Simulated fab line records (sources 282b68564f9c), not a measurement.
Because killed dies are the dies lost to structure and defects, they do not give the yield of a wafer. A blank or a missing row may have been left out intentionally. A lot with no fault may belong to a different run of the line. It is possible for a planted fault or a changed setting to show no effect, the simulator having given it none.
A lot that was struck, set against a sound lot ; flow rit_cmos ; 34 steps out of a route of 202
Sound: these wafers, L954.1, L954.2, L954.6. Wafers struck: L970.1, L970.3, L970.5. The cause is named last.
Per side, at each step with rows, come the tool, then ch with its chambers, and then its first start. Under that, the readings that differ: sound wafers ; struck wafers ; difference of the means ; sigmas: that difference in standard deviations of wafers without a fault.
alike: words and numbers the same on both sides, and readings whose means are apart by under 2 such deviations; not compared: readings that were withheld, readings missing a value for some wafer, numbers with overlapping values and no deviation given by the record, and bounds like >300 which may hide the same value.
A row with sigmas, a row that says differs or no value, or rows on one side alone: a step with any of these is where the two part. Numbers that have no deviation but don't overlap get no sigmas and don't part them. Lack of a reading on every wafer of one side parts them only where that side has two or more wafers.

first, 2 steps without rows for these wafers: RIT_SPACER_CLEAN_02 (cleans in SC2, time 600 s); RIT_SPACER_CVD_03 (deposits Si3N4 from SiH2Cl2/NH3, target thk 250 nm, time 3300 s).
RIT_SPACER_THK_MEAS_04:
  sound on film_metro-04, day 4 03:25; struck on film_metro-04, day 7 18:04
  alike: SPACER_NITRIDE_THK
RIT_SPACER_ETCHBACK_05: etches Si3N4 in SF6/CHF3, stops on SiO2, target depth 250 nm, time 240 s.
  sound on rie_diel-02 ch 0,3, day 4 03:28; struck on rie_diel-02 ch 0,2,3, day 7 18:08
  alike: drypump_motor_current_A, oes_product_au, rf_fwd_power_W, throttle_valve_pct
  not compared: rf_hours_counter_h
then, 6 steps without rows for these wafers: RIT_NSD_HMDS_00 (prime time 60 s); RIT_NSD_COAT_01 (resist thk 1000 nm); RIT_NSD_SOFTBAKE_02 (time 60 s); RIT_NSD_EXPOSE_03 (exposes mask M9, target cd 40700 nm); RIT_NSD_PEB_04; RIT_NSD_DEVELOP_05 (develop time 50 s).
RIT_NSD_OVL_MEAS_06:
  sound on overlay-01, day 4 04:28; struck on overlay-02, day 7 19:39
  alike: NSD_OVL
then, 1 step without rows for these wafers: RIT_NSD_HARDBAKE_07 (time 60 s).
RIT_NSD_IMPLANT_08:
  sound on implanter-04 ch 0, day 4 04:40; struck on implanter-01 ch 0, day 7 20:03
reading;sound;struck;difference;sigmas
dose_ions_cm2;9.984e+14 9.998e+14 9.989e+14;6.996e+14 7.001e+14 6.992e+14;-2.994e+14;-99 or more
faraday_current_uA;3163 3192 3169;2259 2279 2200;-929;-15
  alike: beam_on_s, end_station_pressure_torr
RIT_NSD_STRIP_09: strips in O2, time 180 s.
  sound on plasma_asher-01 ch 0,1, day 4 04:49; struck on plasma_asher-01 ch 0, day 7 20:12
  alike: drypump_motor_current_A
  not compared: rf_hours_counter_h
RIT_NSD_TW_MEAS_10:
  sound on film_metro-04, day 4 04:59; struck on film_metro-04, day 7 20:22
reading;sound;struck;difference;sigmas
NSD_TW;3079 3090 3088;2829 2836 2848;-248;-14
then, 6 steps without rows for these wafers: RIT_PSD_HMDS_00 (prime time 60 s); RIT_PSD_COAT_01 (resist thk 1000 nm); RIT_PSD_SOFTBAKE_02 (time 60 s); RIT_PSD_EXPOSE_03 (exposes mask M10, target cd 40900 nm); RIT_PSD_PEB_04; RIT_PSD_DEVELOP_05 (develop time 50 s).
RIT_PSD_OVL_MEAS_06:
  sound on overlay-02, day 4 05:53; struck on overlay-02, day 7 21:17
  alike: PSD_OVL
then, 2 steps without rows for these wafers: RIT_PSD_HARDBAKE_07 (time 60 s); RIT_PSD_IMPLANT_08.
RIT_PSD_STRIP_09: strips in O2, time 180 s.
  sound on plasma_asher-01 ch 0,1, day 4 06:14; struck on plasma_asher-03 ch 0,1, day 7 21:37
  alike: drypump_motor_current_A
  not compared: rf_hours_counter_h
RIT_PSD_TW_MEAS_10:
  sound on film_metro-02, day 4 06:24; struck on film_metro-02, day 7 21:47
  alike: PSD_TW
then, 3 steps without rows for these wafers: RIT_SDANNEAL_CLEAN_00 (cleans in SC1, time 600 s); RIT_SDANNEAL_CLEAN_01 (cleans in dHF, time 30 s); RIT_SDANNEAL_CLEAN_02 (cleans in SC2, time 600 s).
RIT_SDANNEAL_RTA_03: time 5 s.
  sound on rtp_anneal-02 ch 0, day 4 06:50; struck on rtp_anneal-01 ch 0, day 7 22:14
  alike: wafer_temp_C_max
RIT_SDANNEAL_RS_MEAS_04: uses a four-point probe to measure.
  sound on film_metro-04, day 4 06:53; struck on film_metro-04, day 7 22:18
reading;sound;struck;difference;sigmas
PSD_RS (ohm/sq);116.7 116.8 117.1;116.0 116.0 116.4;-0.7;-2
RIT_SDANNEAL_RS_MEAS_05: uses a four-point probe to measure.
  sound on film_metro-04, day 4 07:01; struck on film_metro-04, day 7 22:25
reading;sound;struck;difference;sigmas
NSD_RS (ohm/sq);84.69 84.41 84.66;112.51 113.22 112.32;+28.10;+94
RIT_SDANNEAL_RS_MEAS_06: uses a four-point probe to measure.
  sound on film_metro-04, day 4 07:08; struck on film_metro-04, day 7 22:32
reading;sound;struck;difference;sigmas
PLDD_RS (ohm/sq);179.8 179.3 179.1;178.1 177.8 178.6;-1.2;-2
RIT_M1_PROBE_99:
  sound on prober-02, day 4 14:16; struck on prober-01, day 8 06:10
reading;sound;struck;difference;sigmas
model.etest.nmos_0p3.r_on_ohm_um;2116 2144 2096;2372 2417 2330;+254;
model.etest.nmos_0p15.r_on_ohm_um;1063 1125 1059;1266 1305 1210;+178;
model.etest.nmos_0p15.drive_ua_um;488.1 479.7 496.5;424.2 420.4 430.1;-63.2;
model.etest.contact_nplus.end_ohm_um;40.76 39.77 39.41;67.99 72.1 67.94;+29.36;
model.etest.nmos_narrow.drive_ua_um;225 226.2 229.8;202 200.2 205.2;-25;
model.etest.nmos_0p3.drive_ua_um;229.1 228.8 232.4;204.2 201.2 205.2;-26.6;
model.etest.nmos_0p15.tox_inv_nm (nm);4.487 4.424 4.478;4.819 4.808 4.863;+0.367;
model.etest.nmos_0p15.junction_log10_a_um;-13.63 -13.51 -13.69;-13.04 -13.31 -13.33;+0.38;
  alike: killed_at_contacts, killed_at_front_end, killed_dies, killed_open, killed_short

## WHERE THEY PART
Last at RIT_SDANNEAL_RS_MEAS_06 as far as this record goes, first at RIT_NSD_IMPLANT_08. Later steps at which nothing parts them and some readings are alike: RIT_M1_PROBE_99.

WHY: whatever the simulator had introduced
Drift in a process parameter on implanter-01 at RIT_NSD_IMPLANT_08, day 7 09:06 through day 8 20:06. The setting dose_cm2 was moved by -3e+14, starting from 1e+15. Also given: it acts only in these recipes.
